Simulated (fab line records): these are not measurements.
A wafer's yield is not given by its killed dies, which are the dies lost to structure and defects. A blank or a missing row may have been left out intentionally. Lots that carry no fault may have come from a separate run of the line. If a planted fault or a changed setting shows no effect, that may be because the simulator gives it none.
Struck lot and sound lot, side by side | flow rit cmos | 43 out of 202 route steps
Sound: wafers L726.2, L726.3, L726.6. Wafers L736.4, L736.5, L736.6 were the ones struck. The cause is given at the end.
Per side, at each step with rows, come the tool, then ch with its chambers, and then its first start. Under that, the readings that differ: sound wafers | struck wafers | difference of the means | sigmas: that difference in standard deviations of wafers without a fault.
alike: a reading whose means differ by less than 2 such deviations, as well as words and numbers matching on both sides. not compared: withheld readings; readings where some wafer has no value; bounds like >300 that might hide an equal value; numbers whose values overlap and for which the record gives no deviation.
The two part at a step that has a row with sigmas, a row that says differs or no value, or rows on one side only. When numbers do not overlap yet have no deviation, they are printed without sigmas and do not part them. Lack of a reading on every wafer of one side parts them only where that side has two or more wafers.

first, 6 steps without rows for these wafers: RIT_PSD_HMDS_00 (prime time 60 s); RIT_PSD_COAT_01 (resist thk 1000 nm); RIT_PSD_SOFTBAKE_02 (time 60 s); RIT_PSD_EXPOSE_03 (exposes mask M10, target cd 40900 nm); RIT_PSD_PEB_04; RIT_PSD_DEVELOP_05 (develop time 50 s).
RIT_PSD_OVL_MEAS_06:
  struck on overlay-01, day 7 00:08; sound on overlay-02, day 4 18:41
  alike: PSD_OVL
then, 2 steps without rows for these wafers: RIT_PSD_HARDBAKE_07 (time 60 s); RIT_PSD_IMPLANT_08.
RIT_PSD_STRIP_09: strips in O2, time 180 s.
  sound on plasma asher-01 ch 0,1, day 4 19:01; struck on plasma asher-03 ch 0,1, day 7 00:31
  alike: drypump motor current A
  not compared: rf hours counter h
RIT_PSD_TW_MEAS_10:
  struck on film metro-02, day 7 00:40; sound on film metro-02, day 4 19:12
  alike: PSD_TW
then, 1 step without rows for these wafers: RIT_SDANNEAL_CLEAN_00 (cleans in SC1, time 572.4 s).
RIT_SDANNEAL_CLEAN_01: cleans in dHF, time 30 s.
  sound on wet bench-02 ch 3, day 4 19:26; struck on wet bench-02 ch 3, day 7 00:52
then, 1 step without rows for these wafers: RIT_SDANNEAL_CLEAN_02 (cleans in SC2, time 600 s).
RIT_SDANNEAL_RTA_03: time 5 s.
  sound on rtp anneal-01 ch 0, day 4 19:40; struck on rtp anneal-01 ch 0, day 7 01:06
  alike: anneal temp c max, ramp down c per s, wafer_temp_C_max
RIT_SDANNEAL_RS_MEAS_04: a four-point-probe measurement.
  struck on film metro-02, day 7 01:11; sound on film metro-02, day 4 19:44
  alike: PSD_RS
RIT_SDANNEAL_RS_MEAS_05: a four-point-probe measurement.
  struck on film metro-02, day 7 01:19; sound on film metro-02, day 4 19:51
  alike: NSD_RS
RIT_SDANNEAL_RS_MEAS_06: a four-point-probe measurement.
  struck on film metro-02, day 7 01:26; sound on film metro-02, day 4 19:58
  alike: PLDD_RS
RIT_SDANNEAL_RS_MEAS_07: a four-point-probe measurement.
  struck on film metro-02, day 7 01:33; sound on film metro-02, day 4 20:05
  alike: NLDD_RS
then, 2 steps without rows for these wafers: RIT_SILICIDE_WET_ETCH_00 (etches SiO2 in BOE, target depth 14 nm, time 15 s); RIT_SILICIDE_SPUTTER_01 (material Ti, target thk 30 nm, time 240 s).
RIT_SILICIDE_RS_MEAS_02: a four-point-probe measurement.
  struck on film metro-04, day 7 01:50; sound on film metro-03, day 4 20:22
  reading                 | sound          | struck         | difference | sigmas
  SILICIDE_TI_RS (ohm/sq) | 45.3 45.1 44.5 | 43.4 43.3 43.4 | -1.6       | -3
RIT_SILICIDE_THK_MEAS_03: measures by xrf.
  struck on film metro-04, day 7 01:56; sound on film metro-03, day 4 20:29
  reading              | sound          | struck         | difference | sigmas
  SILICIDE_TI_THK (nm) | 29.7 29.8 30.0 | 30.6 30.5 30.6 | +0.7       | +2
then, 3 steps without rows for these wafers: RIT_SILICIDE_RTA_04 (time 10 s, ramp up 5 s, ramp down 5 s); RIT_SILICIDE_WET_ETCH_05 (etches Ti in SPM, time 120 s); RIT_SILICIDE_RTA_06 (time 10 s, ramp up 5 s, ramp down 10 s).
RIT_CONTACT_CVD_00: deposits SiO2 from TEOS, target thk 400 nm, time 61 s.
  sound on pecvd-04 ch 1,2, day 4 20:43; struck on pecvd-01 ch 0,1,2, day 7 02:10
  alike: heater power w
  not compared: since wet clean h
RIT_CONTACT_THK_MEAS_01:
  struck on film metro-03, day 7 02:13; sound on film metro-01, day 4 20:46
  reading               | sound       | struck      | difference | sigmas
  CONTACT_TEOS_THK (nm) | 393 387 396 | 402 408 403 | +12        | +2
then, 6 steps without rows for these wafers: RIT_CONTACT_HMDS_02 (prime time 60 s); RIT_CONTACT_COAT_03 (resist thk 1000 nm); RIT_CONTACT_SOFTBAKE_04 (time 60 s); RIT_CONTACT_EXPOSE_05 (exposes mask M11, target cd 1000 nm); RIT_CONTACT_PEB_06; RIT_CONTACT_DEVELOP_07 (develop time 120 s).
RIT_CONTACT_CD_MEAS_08: the cd target is 1000 nm.
  struck on cd sem-02, day 7 03:23; sound on cd sem-01, day 4 22:02
  alike: cd nm
RIT_CONTACT_OVL_MEAS_09:
  struck on overlay-02, day 7 03:28; sound on overlay-01, day 4 22:08
  alike: CONTACT_OVL
then, 1 step without rows for these wafers: RIT_CONTACT_HARDBAKE_10 (time 60 s).
RIT_CONTACT_ETCH_11: etches SiO2 in CHF3/CF4/Ar, stops on TiSi2, target depth 480 nm, time 320 s.
  sound on rie diel-03 ch 0,3, day 4 22:19; struck on rie diel-01 ch 0,1,2, day 7 03:38
  alike: drypump motor current A, oes product au, throttle valve pct
  not compared: rf hours counter h
RIT_CONTACT_STRIP_12: strips in O2, time 180 s.
  sound on plasma asher-04 ch 0,1, day 4 22:31; struck on plasma asher-02 ch 0,1, day 7 03:53
  alike: drypump motor current A
  not compared: rf hours counter h
RIT_CONTACT_CD_MEAS_90: the cd target is 1000 nm.
  struck on cd sem-01, day 7 04:04; sound on cd sem-02, day 4 22:43
  alike: cd nm
then, 2 steps without rows for these wafers: RIT_CONTACT_CLEAN_13 (cleans in SC1, time 600 s); RIT_CONTACT_CLEAN_14 (cleans in SC2, time 600 s).
RIT_M1_PROBE_99:
  struck on prober-02, day 7 09:44; sound on prober-02, day 5 03:35
  reading             | sound   | struck   | difference | sigmas
  killed at front end | 12 11 7 | 26 25 31 | +17        | +5
  killed dies         | 12 11 7 | 26 25 31 | +17        | +5
  killed on rim       | 4 2 2   | 8 8 8    | +5         | +4
  alike: killed open, killed short

## WHERE THEY PART
At RIT_SILICIDE_RS_MEAS_02 first; at RIT_M1_PROBE_99 last (within this record only).

WHY: whatever the simulator had introduced
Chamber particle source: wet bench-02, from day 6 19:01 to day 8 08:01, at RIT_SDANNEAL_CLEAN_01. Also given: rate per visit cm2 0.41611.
